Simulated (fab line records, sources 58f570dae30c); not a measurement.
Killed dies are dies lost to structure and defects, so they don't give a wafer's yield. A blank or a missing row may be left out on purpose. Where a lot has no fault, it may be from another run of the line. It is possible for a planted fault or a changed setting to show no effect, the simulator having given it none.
Which tool was responsible? || flow berkeley_cmos170 || 45 wafers from 15 lots sampled at 4 of the route's 331 steps

== WHAT THE GAUGES SHOWED, per wafer ==
UCB170_M1_OVL_MEAS_10. Usual: M1_OVL gives 1 nm (standard deviation 5.2).
{"lot": "L342", "measured": "day 8 19:58", "on": "overlay-01", "M1_OVL (nm)": "10 9 8", "flag": ""}
{"lot": "L346", "measured": "day 8 20:14", "on": "overlay-02", "M1_OVL (nm)": "10 5 5", "flag": ""}
{"lot": "L347", "measured": "day 10 06:11", "on": "overlay-02", "M1_OVL (nm)": "-3 2 -5", "flag": ""}
{"lot": "L350", "measured": "day 10 06:41", "on": "overlay-01", "M1_OVL (nm)": "-2 2 6", "flag": ""}
{"lot": "L354", "measured": "day 10 15:11", "on": "overlay-01", "M1_OVL (nm)": "-3 4 -1", "flag": ""}
{"lot": "L352", "measured": "day 10 16:02", "on": "overlay-02", "M1_OVL (nm)": "4 0 4", "flag": ""}
{"lot": "L351", "measured": "day 10 17:04", "on": "overlay-01", "M1_OVL (nm)": "-3 -4 -4", "flag": ""}
{"lot": "L355", "measured": "day 11 08:18", "on": "overlay-02", "M1_OVL (nm)": "2 -1 8", "flag": ""}
{"lot": "L356", "measured": "day 12 11:03", "on": "overlay-01", "M1_OVL (nm)": "-6 -1 -3", "flag": ""}
{"lot": "L360", "measured": "day 12 13:58", "on": "overlay-01", "M1_OVL (nm)": "-4 -3 6", "flag": ""}
{"lot": "L358", "measured": "day 12 14:28", "on": "overlay-01", "M1_OVL (nm)": "-3 2 0", "flag": ""}
{"lot": "L359", "measured": "day 12 14:34", "on": "overlay-01", "M1_OVL (nm)": "1 4 3", "flag": ""}
{"lot": "L362", "measured": "day 12 22:18", "on": "overlay-01", "M1_OVL (nm)": "-8 -10 -3", "flag": ""}
{"lot": "L364", "measured": "day 12 22:41", "on": "overlay-01", "M1_OVL (nm)": "2 -7 -2", "flag": ""}
{"lot": "L363", "measured": "day 12 23:01", "on": "overlay-01", "M1_OVL (nm)": "-9 -10 -10", "flag": ""}

UCB170_V1_THK_MEAS_01. Usual: V1_TEOS_THK gives 2010 nm (standard deviation 28).
{"lot": "L342", "measured": "day 8 22:20", "on": "film_metro-02", "V1_TEOS_THK (nm)": "1971 1955 2020", "flag": ""}
{"lot": "L346", "measured": "day 8 22:30", "on": "film_metro-04", "V1_TEOS_THK (nm)": "1936 1970 2004", "flag": ""}
{"lot": "L347", "measured": "day 10 08:07", "on": "film_metro-04", "V1_TEOS_THK (nm)": "2009 2014 2047", "flag": ""}
{"lot": "L350", "measured": "day 10 09:28", "on": "film_metro-04", "V1_TEOS_THK (nm)": "2006 2050 1984", "flag": ""}
{"lot": "L354", "measured": "day 10 17:07", "on": "film_metro-03", "V1_TEOS_THK (nm)": "1984 1992 1999", "flag": ""}
{"lot": "L352", "measured": "day 10 18:28", "on": "film_metro-03", "V1_TEOS_THK (nm)": "1991 2032 2065", "flag": ""}
{"lot": "L351", "measured": "day 10 19:47", "on": "film_metro-03", "V1_TEOS_THK (nm)": "1979 2003 2028", "flag": ""}
{"lot": "L355", "measured": "day 11 10:13", "on": "film_metro-02", "V1_TEOS_THK (nm)": "2001 1998 2028", "flag": ""}
{"lot": "L356", "measured": "day 12 12:59", "on": "film_metro-04", "V1_TEOS_THK (nm)": "2005 1994 2051", "flag": ""}
{"lot": "L360", "measured": "day 12 15:53", "on": "film_metro-03", "V1_TEOS_THK (nm)": "2003 2003 2034", "flag": ""}
{"lot": "L358", "measured": "day 12 17:14", "on": "film_metro-03", "V1_TEOS_THK (nm)": "2021 1995 2026", "flag": ""}
{"lot": "L359", "measured": "day 12 17:23", "on": "film_metro-03", "V1_TEOS_THK (nm)": "1966 1979 1954", "flag": ""}
{"lot": "L362", "measured": "day 13 00:31", "on": "film_metro-02", "V1_TEOS_THK (nm)": "2005 2067 2047", "flag": ""}
{"lot": "L364", "measured": "day 13 01:52", "on": "film_metro-04", "V1_TEOS_THK (nm)": "1992 2011 2059", "flag": ""}
{"lot": "L363", "measured": "day 13 01:51", "on": "film_metro-02", "V1_TEOS_THK (nm)": "1975 2014 1986", "flag": ""}

UCB170_M2_THK_MEAS_03: measures by xrf. Usual: M2_AL_THK gives 888 nm (standard deviation 13).
{"lot": "L342", "measured": "day 9 02:14", "on": "film_metro-04", "M2_AL_THK (nm)": "907 903 902", "flag": ""}
{"lot": "L346", "measured": "day 9 02:22", "on": "film_metro-02", "M2_AL_THK (nm)": "895 901 896", "flag": ""}
{"lot": "L347", "measured": "day 10 10:29", "on": "film_metro-04", "M2_AL_THK (nm)": "887 890 889", "flag": ""}
{"lot": "L350", "measured": "day 10 12:44", "on": "film_metro-01", "M2_AL_THK (nm)": "871 870 869", "flag": ""}
{"lot": "L354", "measured": "day 10 19:53", "on": "film_metro-02", "M2_AL_THK (nm)": "886 905 875", "flag": ""}
{"lot": "L352", "measured": "day 10 22:50", "on": "film_metro-04", "M2_AL_THK (nm)": "892 894 893", "flag": ""}
{"lot": "L360", "measured": "day 12 19:43", "on": "film_metro-04", "M2_AL_THK (nm)": "900 909 909", "flag": ""}
{"lot": "L358", "measured": "day 13 00:04", "on": "film_metro-04", "M2_AL_THK (nm)": "924 912 913", "flag": ""}
{"lot": "L359", "measured": "day 13 00:32", "on": "film_metro-04", "M2_AL_THK (nm)": "880 894 879", "flag": ""}
{"lot": "L362", "measured": "day 13 05:08", "on": "film_metro-04", "M2_AL_THK (nm)": "908 892 889", "flag": ""}
{"lot": "L364", "measured": "day 13 09:25", "on": "film_metro-01", "M2_AL_THK (nm)": "888 883 881", "flag": ""}
{"lot": "L363", "measured": "day 13 09:25", "on": "film_metro-04", "M2_AL_THK (nm)": "888 901 906", "flag": ""}

== EACH LOT AND THE TOOL THAT RAN IT (in order: tool; ch and the chambers of the sampled wafers; start) ==
{"lot": "L342", "UCB170_V1_EXPOSE_09": "krf_scanner-02 ch 0, day 9 00:25"}
{"lot": "L346", "UCB170_V1_EXPOSE_09": "krf_scanner-01 ch 0, day 9 00:40"}
{"lot": "L347", "UCB170_V1_EXPOSE_09": "krf_scanner-02 ch 0, day 10 09:18"}
{"lot": "L350", "UCB170_V1_EXPOSE_09": "krf_scanner-01 ch 0, day 10 11:32"}
{"lot": "L354", "UCB170_V1_EXPOSE_09": "krf_scanner-01 ch 0, day 10 18:40"}
{"lot": "L352", "UCB170_V1_EXPOSE_09": "krf_scanner-01 ch 0, day 10 20:25"}
{"lot": "L351", "UCB170_V1_EXPOSE_09": "krf_scanner-02, day 10 21:49"}
{"lot": "L355", "UCB170_V1_EXPOSE_09": "krf_scanner-02, day 11 11:34"}
{"lot": "L356", "UCB170_V1_EXPOSE_09": "krf_scanner-02, day 12 14:10"}
{"lot": "L360", "UCB170_V1_EXPOSE_09": "krf_scanner-02 ch 0, day 12 18:04"}
{"lot": "L358", "UCB170_V1_EXPOSE_09": "krf_scanner-01 ch 0, day 12 21:55"}
{"lot": "L359", "UCB170_V1_EXPOSE_09": "krf_scanner-02 ch 0, day 12 22:37"}
{"lot": "L362", "UCB170_V1_EXPOSE_09": "krf_scanner-02 ch 0, day 13 03:06"}
{"lot": "L364", "UCB170_V1_EXPOSE_09": "krf_scanner-01 ch 0, day 13 07:33"}
{"lot": "L363", "UCB170_V1_EXPOSE_09": "krf_scanner-01 ch 0, day 13 07:38"}
- UCB170_V1_EXPOSE_09: exposes mask VIA1, target cd 700 nm.

== AS READ BY THE TOOLS THEMSELVES (means over the sampled wafers that have a number; for cases with no such wafer, the mark the record gives instead) ==
UCB170_V1_EXPOSE_09. Usual: exposure_dose_mJ_cm2 36.98, standard deviation 0.039; focus_offset_nm 0.1 nm, standard deviation 0.54.
{"lot": "L342", "tool": "krf_scanner-02", "exposure_dose_mJ_cm2": 37.04, "focus_offset_nm (nm)": 0.1, "flag": ""}
{"lot": "L346", "tool": "krf_scanner-01", "exposure_dose_mJ_cm2": 36.97, "focus_offset_nm (nm)": 0.7, "flag": ""}
{"lot": "L347", "tool": "krf_scanner-02", "exposure_dose_mJ_cm2": 36.97, "focus_offset_nm (nm)": -0.3, "flag": ""}
{"lot": "L350", "tool": "krf_scanner-01", "exposure_dose_mJ_cm2": 36.95, "focus_offset_nm (nm)": -0.2, "flag": ""}
{"lot": "L354", "tool": "krf_scanner-01", "exposure_dose_mJ_cm2": 36.98, "focus_offset_nm (nm)": -0.5, "flag": ""}
{"lot": "L352", "tool": "krf_scanner-01", "exposure_dose_mJ_cm2": 36.98, "focus_offset_nm (nm)": -0.2, "flag": ""}
{"lot": "L351", "tool": "krf_scanner-02", "exposure_dose_mJ_cm2": "-", "focus_offset_nm (nm)": "-", "flag": "OFF"}
{"lot": "L355", "tool": "krf_scanner-02", "exposure_dose_mJ_cm2": "-", "focus_offset_nm (nm)": "-", "flag": "OFF"}
{"lot": "L356", "tool": "krf_scanner-02", "exposure_dose_mJ_cm2": "-", "focus_offset_nm (nm)": "-", "flag": "OFF"}
{"lot": "L360", "tool": "krf_scanner-02", "exposure_dose_mJ_cm2": 37.01, "focus_offset_nm (nm)": 0.8, "flag": ""}
{"lot": "L358", "tool": "krf_scanner-01", "exposure_dose_mJ_cm2": 36.92, "focus_offset_nm (nm)": 0.3, "flag": ""}
{"lot": "L359", "tool": "krf_scanner-02", "exposure_dose_mJ_cm2": 37.00, "focus_offset_nm (nm)": -0.1, "flag": ""}
{"lot": "L362", "tool": "krf_scanner-02", "exposure_dose_mJ_cm2": 37.02, "focus_offset_nm (nm)": -0.4, "flag": ""}
{"lot": "L364", "tool": "krf_scanner-01", "exposure_dose_mJ_cm2": 36.96, "focus_offset_nm (nm)": 0.2, "flag": ""}
{"lot": "L363", "tool": "krf_scanner-01", "exposure_dose_mJ_cm2": 36.90, "focus_offset_nm (nm)": -0.5, "flag": ""}

== THE ANSWER, worked out from the rows above alone ==
Rule: lot off if the mean of its wafers having a number is beyond 3 standard deviations from the usual mean. Also off: a lot with no number at a reading for which 4 or more lots have one. Any other lot the step has rows for is counted as sound. First the gauges in route order, then the tools' own readings, where a lot's mean is used as printed above. At the first step where some lot is off, the reading lying furthest off is the one used; lots without a number count as furthest.
Off at UCB170_V1_EXPOSE_09 (exposure_dose_mJ_cm2): L351, L355, L356. Without a number there: L351, L355, L356.
If a tool, at that step or one of the process steps before it, ran each lot that is off and ran no sound lot following the first of them, it fits. None of those tried fits.

== WHAT THE SIMULATOR PUT IN ==
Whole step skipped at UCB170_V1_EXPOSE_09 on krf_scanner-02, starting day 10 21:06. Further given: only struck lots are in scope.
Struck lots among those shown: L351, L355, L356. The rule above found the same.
